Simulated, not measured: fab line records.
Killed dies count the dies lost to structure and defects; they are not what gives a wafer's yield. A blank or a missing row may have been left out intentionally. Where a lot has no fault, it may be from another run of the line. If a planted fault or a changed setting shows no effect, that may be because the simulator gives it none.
The tool behind it: which one?	flow berkeleyCmos170	21 wafers from 7 lots sampled at 3 of the route's 331 steps

## WHAT EACH GAUGE READ, for each wafer
UCB170_FIELD_THK_MEAS_02.
lot	measured	on	FIELD_OXIDE_THK (nm)
L291	day 4 18:36	filmMetro-02	565 563 560
L294	day 5 12:34	filmMetro-01	555 544 554
L296	day 5 12:31	filmMetro-02	565 570 567
L303	day 7 09:43	filmMetro-04	643 644 646
L306	day 7 18:39	filmMetro-04	560 549 553
L308	day 8 06:05	filmMetro-02	566 562 554
L310	day 8 15:18	filmMetro-01	568 562 567

## EACH LOT AND THE TOOL THAT RAN IT (in order: tool; ch and the chambers of the sampled wafers; start)
lot	UCB170_NWELL_ETCH_13	UCB170_FIELD_OXIDATION_01
L291	rieDiel-03 ch 1,2,3, day 2 13:49	furnace-01 ch 0, day 4 15:36
L294	rieDiel-03 ch 0,2, day 3 07:05	furnace-03 ch 0, day 5 09:29
L296	rieDiel-01 ch 0,1,2, day 3 13:22	furnace-03 ch 0, day 5 09:29
L303	rieDiel-02 ch 1,2,3, day 5 05:04	furnace-01 ch 0, day 7 06:43
L306	rieDiel-01 ch 2,3, day 5 13:34	furnace-03 ch 0, day 7 15:37
L308	rieDiel-01 ch 0,1,2, day 5 23:17	furnace-03 ch 0, day 8 03:04
L310	rieDiel-02 ch 1,2, day 6 09:07	furnace-04 ch 0, day 8 12:17
- UCB170_NWELL_ETCH_13: etches Si3N4 in CH3F/Ar/O2, stops on SiO2, target depth 246.4 nm, time 154 s.
- UCB170_FIELD_OXIDATION_01: target thk 558.3 nm, ox time 7200 s.

## THE ANSWER, worked out from the rows above alone
Rule: the lots themselves supply what counts as usual. The widest of any qualifying gaps counts: lots, ordered by their means at a reading, are off when they make up no more than a third of the lots, leave a main group of 4 or more, and stand apart from it by 3 or more times the standard deviation of that group's means. A main group is skipped when, at the precision printed for the reading in the tables above, its means are all equal. Also off: a lot with no number at a reading for which 4 or more lots have one. Where the step has rows for the other lots, those lots are counted as sound.
Off: at UCB170_FIELD_THK_MEAS_02 (FIELD_OXIDE_THK), L303. Mean 560 nm and standard deviation 5.9 in the main group.
If a tool, at a process step before that reading, ran all the lots that are off and no sound lot after the first of them, it fits. Those tools and the gauges at UCB170_FIELD_THK_MEAS_02 are tried in the same way. One fits: furnace-01 at UCB170_FIELD_OXIDATION_01. Its last sound lot is L291 (day 4 15:36), its first lot that is off L303 (day 7 06:43): a fault that began between those two fits.

## WHAT THE SIMULATOR PUT IN
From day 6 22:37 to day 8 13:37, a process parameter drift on furnace-01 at UCB170_FIELD_OXIDATION_01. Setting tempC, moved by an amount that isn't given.
Lots struck among those shown: L303. Same finding as the rule above.
